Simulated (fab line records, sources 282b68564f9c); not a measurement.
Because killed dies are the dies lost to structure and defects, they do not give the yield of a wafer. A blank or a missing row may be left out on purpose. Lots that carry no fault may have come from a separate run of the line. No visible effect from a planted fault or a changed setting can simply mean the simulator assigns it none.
What tool caused it? -- flow ritCmos -- 6 lots with 18 wafers sampled at 2 steps, on a route of 202 steps

WHAT THE GAUGES READ, wafer by wafer
RIT_M1_RS_MEAS_01: a four-point-probe measurement.
lot,measured,on,M1_AL_RS (ohm/sq)
L853,day 3 10:08,filmMetro-04,0.0741 0.0739 0.0743
L855,day 3 20:42,filmMetro-02,0.0735 0.0730 0.0741
L860,day 5 00:27,filmMetro-04,0.0735 0.0745 0.0821
L865,day 6 03:28,filmMetro-04,0.0729 0.0730 0.0732
L869,day 6 20:40,filmMetro-02,0.0736 0.0742 0.0748
L873,day 7 13:38,filmMetro-02,0.0737 0.0731 0.0738

WHICH TOOL RAN EACH LOT (tool, then ch and the chambers of the sampled wafers, then the start)
lot,RIT_M1_SPUTTER_00
L853,"pvdSputter-01, day 3 09:48"
L855,"pvdSputter-01, day 3 20:25"
L860,"pvdSputter-01, day 5 00:08"
L865,"pvdSputter-04, day 6 03:07"
L869,"pvdSputter-03, day 6 20:21"
L873,"pvdSputter-03, day 7 13:20"
- RIT_M1_SPUTTER_00: material Al, target thk 400 nm, time 500 s.

THE ANSWER, worked out from the rows above alone
Rule: usual is defined by the lots themselves. Put in order of their means at a reading, lots are off if they are a third of the lots or fewer, leave a main group of 4 or more, and stand apart from it by a gap of 3 or more times the standard deviation of the main group's means; of several such gaps the widest counts. A main group is skipped when, at the precision printed for the reading in the tables above, its means are all equal. Also off: a lot with no number at a reading for which 4 or more lots have one. Where the step has rows for the other lots, those lots are counted as sound.
Off: L860, at RIT_M1_RS_MEAS_01 (M1_AL_RS). For the main group the mean is 0.0737 ohm/sq and the standard deviation 0.00043.
A tool fits if, at a process step before that reading, it ran every lot that is off, and no sound lot after the first of them. Those tools and the gauges at RIT_M1_RS_MEAS_01 are tried in the same way. One candidate fits, namely pvdSputter-01 at RIT_M1_SPUTTER_00. Its last sound lot is L855 (day 3 20:25), its first lot that is off L860 (day 5 00:08): a fault that began between those two fits.

WHAT THE SIMULATOR HAD INSERTED
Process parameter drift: pvdSputter-01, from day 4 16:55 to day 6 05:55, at RIT_M1_SPUTTER_00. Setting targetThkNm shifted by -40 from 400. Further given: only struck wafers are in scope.
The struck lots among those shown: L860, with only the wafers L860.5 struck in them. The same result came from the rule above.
